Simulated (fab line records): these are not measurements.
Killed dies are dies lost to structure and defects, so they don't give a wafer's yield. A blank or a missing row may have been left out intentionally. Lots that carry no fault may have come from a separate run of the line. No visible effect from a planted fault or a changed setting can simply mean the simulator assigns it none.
Comparing a struck lot with a sound one ; flow ritCmos ; 15 out of 202 route steps
Sound: the wafers L695.2, L695.3, L695.4. Struck: wafer L706.5 (L706.2, L706.6, from the same lot, were not struck and are left out); the cause is given at the end.
For every step that has rows: the tool of each side, followed by ch and its chambers, followed by its first start. Under that, the readings that differ: sound wafers ; struck wafers ; difference of the means ; sigmas: that difference in standard deviations of wafers without a fault.
alike: a reading whose means differ by less than 2 such deviations, as well as words and numbers matching on both sides. not compared: withheld readings; readings where some wafer has no value; bounds like >300 that might hide an equal value; numbers whose values overlap and for which the record gives no deviation.
Wherever a step has rows on one side only, a row that says differs or no value, or a row with sigmas, the two part there. Numbers that have no deviation but don't overlap get no sigmas and don't part them. A reading that every wafer of one side lacks parts them only if that side has two wafers or more.

RIT_M1_SPUTTER_00: material Al, target thk 400 nm, time 500 s.
  struck on pvdSputter-04, day 7 19:01; sound on pvdSputter-04, day 5 03:22
  alike: throttleValvePct
RIT_M1_RS_MEAS_01: a four-point-probe measurement.
  struck on filmMetro-01, day 7 19:19; sound on filmMetro-01, day 5 03:41
reading;sound;struck;difference;sigmas
M1_AL_RS (ohm/sq);0.0748 0.0738 0.0752;0.0726;-0.0020;-2
RIT_M1_THK_MEAS_02: measures by xrf.
  struck on filmMetro-01, day 7 19:26; sound on filmMetro-01, day 5 03:48
  alike: M1_AL_THK
then, 6 steps without rows for these wafers: RIT_M1_HMDS_03 (prime time 60 s); RIT_M1_COAT_04 (resist thk 1300 nm); RIT_M1_SOFTBAKE_05 (time 60 s); RIT_M1_EXPOSE_06 (exposes mask M12, target cd 2600 nm); RIT_M1_PEB_07; RIT_M1_DEVELOP_08 (develop time 68 s).
RIT_M1_CD_MEAS_09: target cd 2600 nm.
  struck on cdSem-01, day 7 20:23; sound on cdSem-01, day 5 04:45
  alike: cdNm
RIT_M1_OVL_MEAS_10:
  struck on overlay-01, day 7 20:29; sound on overlay-02, day 5 04:52
  alike: M1_OVL
then, 1 step without rows for these wafers: RIT_M1_HARDBAKE_11 (time 120 s).
RIT_M1_METAL_ETCH_12: etches Al in Cl2/BCl3, stops on SiO2, time 165 s, target depth 600 nm.
  sound on rieMetal-01 ch 0,1, day 5 05:08; struck on rieMetal-01 ch 0, day 7 20:46
reading;sound;struck;difference;sigmas
chamberPressureMTorr (mTorr);99.90 100.01 100.13;120.00;+19.99;+99 or more
  alike: drypumpMotorCurrentA, oesProductAu, throttleValvePct
  not compared: rfHoursCounterH
then, 1 step without rows for these wafers: RIT_M1_STRIP_13 (strips in nmp, time 600 s).
RIT_M1_PROBE_99:
  struck on prober-02, day 7 23:16; sound on prober-01, day 5 07:26
reading;sound;struck;difference;sigmas
killedOpen;2 3 6;9;+5;+3
sort_bin_6_memory (%);1.1 0.4 1.1;2.3;+1.4;+2
  alike: defectLimitedYield, killedAtFrontEnd, killedDies, killedOnRim, killedShort, sort_bin_3_pad_short, sort_bin_5_function, sortNPass, sortYieldPct

== WHERE THEY PART ==
First at RIT_M1_RS_MEAS_01; last, within this record, at RIT_M1_PROBE_99.

WHY: what had been put in by the simulator
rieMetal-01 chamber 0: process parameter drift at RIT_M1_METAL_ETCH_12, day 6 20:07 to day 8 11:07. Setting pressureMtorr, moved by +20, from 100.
